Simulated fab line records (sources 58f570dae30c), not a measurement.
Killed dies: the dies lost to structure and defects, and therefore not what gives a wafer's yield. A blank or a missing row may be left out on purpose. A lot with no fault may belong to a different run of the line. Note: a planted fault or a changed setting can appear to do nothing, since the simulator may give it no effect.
Matching of chambers | flow berkeley cmos170 | UCB170_SPACER_CVD_00 on pecvd-02: 3 sister chambers
The step deposits SiO2 from TEOS/O2, target thk 376 nm, time 47 s. 16 wafers are shown with their chamber, then 8 later ones without.

WAFERS WITH THEIR CHAMBER
wafer  | chamber | heater power w (W)
L561.1 | 0       | 292
L561.2 | 1       | 315
L561.3 | 2       | 238
L563.2 | 0       | 291
L563.4 | 2       | 298
L563.6 | 0       | 297
L564.3 | 2       | 262
L564.4 | 1       | 330
L564.5 | 0       | 325
L569.2 | 1       | 331
L569.5 | 0       | 225
L569.6 | 1       | 328
L574.2 | 1       | 257
L574.4 | 1       | 276
L574.6 | 2       | 254
L578.1 | 0       | 283

SIGNATURES, as means of the wafers listed above
reading        | chamber 0 | chamber 1 | chamber 2 | scatter within a chamber
heater power w | 285.50    | 306.17    | 263.00    | 30.9
Rule: for each reading, subtract the chamber's mean from the wafer's reading, divide by that reading's scatter and square the result; add these up over the readings and take the root, which gives the wafer's distance from the chamber. If the next closest chamber is less than 2 further off than the closest, the wafer can't be placed; otherwise it belongs to the closest. The scatter: the root of (the sum of the squares of (reading less its chamber's mean) over the shown wafers, divided by (wafers less chambers)).

WAFERS WHOSE CHAMBER IS MISSING
wafer  | heater power w (W)
L578.4 | 293
L578.5 | 346
L581.2 | 245
L581.3 | 314
L581.4 | 317
L584.3 | 279
L584.5 | 292
L584.6 | 251

CHAMBER TAKEN BY EACH
wafer  | from the rows above          | in truth
L578.4 | can't be placed: 0 or 1 or 2 | 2
L578.5 | can't be placed: 1 or 0 or 2 | 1
L581.2 | can't be placed: 2 or 0 or 1 | 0
L581.3 | can't be placed: 1 or 0 or 2 | 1
L581.4 | can't be placed: 1 or 0 or 2 | 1
L584.3 | can't be placed: 0 or 2 or 1 | 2
L584.5 | can't be placed: 0 or 1 or 2 | 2
L584.6 | can't be placed: 2 or 0 or 1 | 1
0 of 8 placed correctly. Cannot be placed on the basis of these rows: 8; the candidates contain the true chamber in 8. Wrongly placed: 0.
